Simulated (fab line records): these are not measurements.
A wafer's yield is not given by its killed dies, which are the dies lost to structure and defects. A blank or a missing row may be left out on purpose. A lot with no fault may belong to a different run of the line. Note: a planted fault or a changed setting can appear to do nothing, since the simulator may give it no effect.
Split-lot trial	flow rit cmos	on a route of 202 steps: 5 lots, 23 wafers read

== SPLIT DETAILS ==
At RIT_M1_SPUTTER_00 (material Al, target thk 400 nm, time 500 s), the setting time s was moved away from the recipe's 500 s on 11 of the 23 wafers read, by -10.1% to +11.6%. All remaining wafers had this setting at the recipe value.

== FROM THE SPLIT TO THE READING: what the file shows between them, 4 steps ==
- RIT_M1_RS_MEAS_01: measures by four-point-probe
- RIT_M1_THK_MEAS_02: measures by xrf
- RIT_M1_DEVELOP_08: develop time 68 s (also split here: dev temp c)
- RIT_M1_HARDBAKE_11: time 120 s

== THE READING ==
oes product au, in a.u., at RIT_M1_METAL_ETCH_12 (etches Al in Cl2/BCl3, stops on SiO2, time 165 s, target depth 600 nm). Typical for fault-free wafers on this fab line: 0.773 a.u., with standard deviation 0.01 a.u.

wafer	tool, chamber at the split	time s as run, s	against the recipe	oes product au, a.u.	against lot-mates on the recipe
L074.1	pvd sputter-02, -	558	+11.6%	0.808	+0.040
L074.2	pvd sputter-02, -	500	recipe	0.769	-
L074.3	pvd sputter-02, -	500	recipe	0.772	-
L074.4	pvd sputter-02, -	558	+11.6%	0.817	+0.049
L074.5	pvd sputter-02, -	500	recipe	0.762	-
L080.1	pvd sputter-02, -	500	recipe	0.781	-
L080.2	pvd sputter-02, -	546.8	+9.4%	0.789	+0.013
L080.4	pvd sputter-02, -	546.8	+9.4%	0.808	+0.032
L080.5	pvd sputter-02, -	500	recipe	0.772	-
L080.6	pvd sputter-02, -	546.8	+9.4%	0.805	+0.029
L081.1	pvd sputter-01, -	449.3	-10.1%	0.740	-0.036
L081.2	pvd sputter-01, -	449.3	-10.1%	0.727	-0.049
L081.3	pvd sputter-01, -	500	recipe	0.779	-
L081.4	pvd sputter-01, -	449.3	-10.1%	0.727	-0.049
L081.5	pvd sputter-01, -	500	recipe	0.774	-
L082.1	pvd sputter-02, -	500	recipe	0.779	-
L082.3	pvd sputter-02, -	500	recipe	0.775	-
L082.6	pvd sputter-02, -	500	recipe	0.776	-
L085.1	pvd sputter-01, -	554.2	+10.8%	0.822	+0.055
L085.3	pvd sputter-01, -	500	recipe	0.767	-
L085.4	pvd sputter-01, -	554.2	+10.8%	0.801	+0.034
L085.5	pvd sputter-01, -	554.2	+10.8%	0.819	+0.052
L085.6	pvd sputter-01, -	500	recipe	0.767	-

FIT RESULTS
A straight line over all 23 wafers: oes product au changes by +0.00368 a.u. for each +1% of time s; r = +0.96; the points scatter about the line by 0.0073 a.u.
The same after taking each lot's own level away (the mean of its wafers on the recipe; 23 wafers): +0.00396 a.u. for each +1%; r = +0.96; scatter 0.0078 a.u.
That fit puts the effect of the largest move of time s on the reading at 0.046 a.u.
Across the lots, their own levels run from 0.7670 to 0.7767 a.u., a range of 1.0 times the standard deviation given above.
So the lot-to-lot level changes the slope little: the two slopes agree.
Check: for one of the wafers moved furthest among these (+11.6%), held out of the fit, the line's prediction against its lot-mates is +0.0445 a.u. Against them it came out at +0.0403 a.u.

== THESE WAFERS: OTHER SPLITS ==
These wafers also went through other splits before the reading. Each is held against what the fit with the lots' levels taken away leaves over:
other split on the same wafers	wafers away from the commonest value	r with oes product au (lot level and that fit taken away)
RIT_PSD_IMPLANT_08 dose cm2	10	-0.37
RIT_SILICIDE_SPUTTER_01 time s	5	+0.19
RIT_CONTACT_CVD_00 rf w	8	+0.26
RIT_M1_DEVELOP_08 dev temp c	6	+0.03

== THE WHOLE CHAIN: every reading that the file lists as answering this split, in the file's order ==
step	what it does	reading	change (the file's fit)	r (the file's)
RIT_M1_SPUTTER_00	material Al, target thk 400 nm, time 500 s	Al_of_M1_SPUTTER_00.thk nm (the simulator's own value, which no gauge read)	+3.93 nm for each +1% of the setting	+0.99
RIT_M1_RS_MEAS_01	measures by four-point-probe	M1_AL_RS	-0.000698 for each +1% of the setting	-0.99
RIT_M1_THK_MEAS_02	measures by xrf	M1_AL_THK	+4.04 for each +1% of the setting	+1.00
RIT_M1_METAL_ETCH_12	etches Al in Cl2/BCl3, stops on SiO2, time 165 s, target depth 600 nm	oes product au	+0.00387 a.u. for each +1% of the setting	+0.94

== FILE'S OWN FIT ==
oes product au changes by +0.00387 a.u. for each +1% of time s, r = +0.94.
